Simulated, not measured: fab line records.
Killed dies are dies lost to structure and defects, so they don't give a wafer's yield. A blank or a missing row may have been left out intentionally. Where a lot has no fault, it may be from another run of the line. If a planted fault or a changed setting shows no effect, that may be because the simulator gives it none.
A struck lot beside a sound one | flow berkeley-cmos170 | 32 steps out of a route of 331
Sound: the wafers L667.3, L667.5, L667.6. Wafers L662.2, L662.4, L662.6 were the ones struck. Last of all comes the cause.
Per side, at each step with rows, come the tool, then ch with its chambers, and then its first start. Under that, the readings that differ: sound wafers | struck wafers | difference of the means | sigmas: that difference in standard deviations of wafers without a fault.
alike: readings whose means differ by less than 2 such deviations, and words and numbers that are the same on both sides. not compared: withheld readings, readings that some wafer has no value for, bounds like >300 that may hide the same value, and numbers for which the record gives no deviation and whose values overlap.
Wherever a step has rows on one side only, a row that says differs or no value, or a row with sigmas, the two part there. Non-overlapping numbers with no deviation appear without sigmas and do not part them. A reading that every wafer of one side lacks parts them only if that side has two wafers or more.

first, 9 steps without rows for these wafers: UCB170_CONTACT_COAT_10 (resist thk 900 nm); UCB170_CONTACT_SOFTBAKE_11 (time 60 s); UCB170_CONTACT_EXPOSE_12 (exposes mask CONT, target cd 700 nm); UCB170_CONTACT_PEB_13; UCB170_CONTACT_DEVELOP_14 (develop time 45 s); UCB170_CONTACT_ETCH_17 (etches BARC in N2/H2); UCB170_CONTACT_ETCH_18 (etches PSG in CHF3/CF4/Ar, stops on TiSi2, target depth 840 nm, time 195 s); UCB170_CONTACT_STRIP_19 (strips in O2); UCB170_CONTACT_CLEAN_20 (cleans in SPM, time 600 s).
UCB170_M1_SPUTTER_00: material Al, target thk 600 nm, time 80 s.
  sound: pvd-sputter-03 at day 13 16:41; struck: pvd-sputter-02 at day 12 05:07
  reading                               | sound           | struck            | difference | sigmas
  model.Al_of_M1_SPUTTER_00.thk-nm (nm) | 600.4 600.2 609 | 438.7 441.8 444.2 | -161.6     |
  alike: throttle-valve-pct
UCB170_M1_RS_MEAS_01: measurement is done with a four-point probe.
  sound: film-metro-02 at day 13 16:47; struck: film-metro-04 at day 12 05:29
  reading           | sound                | struck               | difference | sigmas
  M1_AL_RS (ohm/sq) | 0.0485 0.0485 0.0479 | 0.0669 0.0663 0.0660 | +0.0181    | +29
  not compared: hold
UCB170_M1_THK_MEAS_02: measures by xrf.
  sound: film-metro-02 at day 13 16:53; struck: film-metro-04 at day 12 11:52
  reading        | sound       | struck      | difference | sigmas
  M1_AL_THK (nm) | 605 607 615 | 443 445 448 | -164       | -20
  not compared: hold
then, 6 steps without rows for these wafers: UCB170_M1_COAT_04 (resist thk 900 nm); UCB170_M1_SOFTBAKE_05 (time 60 s); UCB170_M1_EXPOSE_06 (exposes mask METAL1, target cd 700 nm); UCB170_M1_PEB_07; UCB170_M1_DEVELOP_08 (develop time 45 s); UCB170_M1_ETCH_11 (etches BARC in N2/H2).
UCB170_M1_METAL_ETCH_12: etches Al in Cl2/BCl3, stops on PSG, target depth 780 nm, time 134.2 s.
  sound on rie-metal-01 ch 0,1, day 13 18:39; struck on rie-metal-02 ch 1, day 12 14:32
  reading                     | sound             | struck            | difference | sigmas
  drypump-motor-current-A (A) | 6.1 6.0 5.5       | 5.1 5.1 5.1       | -0.8       | -2
  oes-product-au (a.u.)       | 0.848 0.851 0.847 | 0.741 0.737 0.744 | -0.108     | -9
  alike: bcl3-flow-sccm, chamber-pressure-mTorr, mfc-cl2-sccm, throttle-valve-pct
  not compared: rf-hours-counter-h
then, 11 steps without rows for these wafers: UCB170_M1_STRIP_13 (strips in O2); UCB170_M1_ANNEAL_14 (time 1200 s); UCB170_V1_CVD_00 (deposits SiO2 from TEOS/O2, target thk 2000 nm, time 250 s); UCB170_V1_CMP_02 (polishes SiO2); UCB170_V1_CLEAN_05 (cleans in DIW); UCB170_V1_HMDS_06 (prime time 60 s); UCB170_V1_COAT_07 (resist thk 900 nm); UCB170_V1_SOFTBAKE_08 (time 60 s); UCB170_V1_EXPOSE_09 (exposes mask VIA1, target cd 700 nm); UCB170_V1_PEB_10; UCB170_V1_DEVELOP_11 (develop time 45 s).
UCB170_V1_ETCH_14: etches SiO2 in CHF3/CF4/Ar, stops on Al, target depth 1250 nm, time 291 s.
  sound on rie-diel-02 ch 0,3, day 14 01:26; struck on rie-diel-03 ch 1,2,3, day 12 20:50
  reading                               | sound             | struck            | difference | sigmas
  drypump-motor-current-A (A)           | 6.4 6.1 6.4       | 5.9 4.9 5.1       | -1.0       | -3
  oes-product-au (a.u.)                 | 0.836 0.844 0.836 | 0.867 0.877 0.857 | +0.028     | +2
  model.Al_of_M1_SPUTTER_00.thk-nm (nm) | 599.9 599.6 608.4 | 438.4 441.4 443.1 | -161.7     |
  alike: chamber-pressure-mTorr, throttle-valve-pct
  not compared: rf-hours-counter-h
UCB170_M3_PROBE_99:
  the record has rows for the struck wafers here (prober-01, day 13 05:07) and none for the sound ones

## WHERE THEY PART
At UCB170_M1_RS_MEAS_01 first; at UCB170_M3_PROBE_99 last (within this record only).

WHY: whatever the simulator had introduced
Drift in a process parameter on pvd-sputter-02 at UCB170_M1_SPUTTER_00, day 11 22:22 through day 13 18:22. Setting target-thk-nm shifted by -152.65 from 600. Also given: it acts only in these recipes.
